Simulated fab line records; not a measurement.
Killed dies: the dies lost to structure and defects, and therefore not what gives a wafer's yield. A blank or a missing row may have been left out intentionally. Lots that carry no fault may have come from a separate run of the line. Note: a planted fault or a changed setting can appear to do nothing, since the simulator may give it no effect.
Which tool did it? + flow berkeley_cmos170 + 7 lots (21 wafers sampled), 1 step of a 331-step route

## WHAT THE GAUGES READ, wafer by wafer
UCB170_NLDD_CD_MEAS_06 targets a cd of 1200 nm.
| lot  | measured     | on        | cd_nm (nm)           |
|------|--------------|-----------|----------------------|
| L164 | day 6 03:31  | cd_sem-01 | 1199.8 1200.1 1200.4 |
| L166 | day 6 18:31  | cd_sem-02 | 1199.2 1198.2 1198.8 |
| L167 | day 7 08:00  | cd_sem-02 | 1200.5 1201.1 1201.3 |
| L172 | day 8 10:08  | cd_sem-02 | 1200.9 1200.9 1200.9 |
| L174 | day 8 18:34  | cd_sem-01 | 1199.1 1199.2 1198.1 |
| L179 | day 9 21:14  | cd_sem-01 | 1202.3 1201.2 1201.0 |
| L181 | day 10 13:08 | cd_sem-02 | 1200.1 1201.1 1200.0 |

## TOOL THAT RAN EACH LOT (tool first, then ch and the chambers of the sampled wafers, then the start)
Before these readings, the record contains no process step.

## THE ANSWER, worked out from the rows above alone
Rule: the lots themselves supply what counts as usual. The widest of any qualifying gaps counts: lots, ordered by their means at a reading, are off when they make up no more than a third of the lots, leave a main group of 4 or more, and stand apart from it by 3 or more times the standard deviation of that group's means. If all means in a main group match to the digits the tables above print for the reading, that group is not used. Also off: a lot with no number at a reading for which 4 or more lots have one. All remaining lots with rows at the step are treated as sound.
Nothing can be told from this: no lot is off at any reading shown.

## WHAT HAD BEEN PUT IN BY THE SIMULATOR
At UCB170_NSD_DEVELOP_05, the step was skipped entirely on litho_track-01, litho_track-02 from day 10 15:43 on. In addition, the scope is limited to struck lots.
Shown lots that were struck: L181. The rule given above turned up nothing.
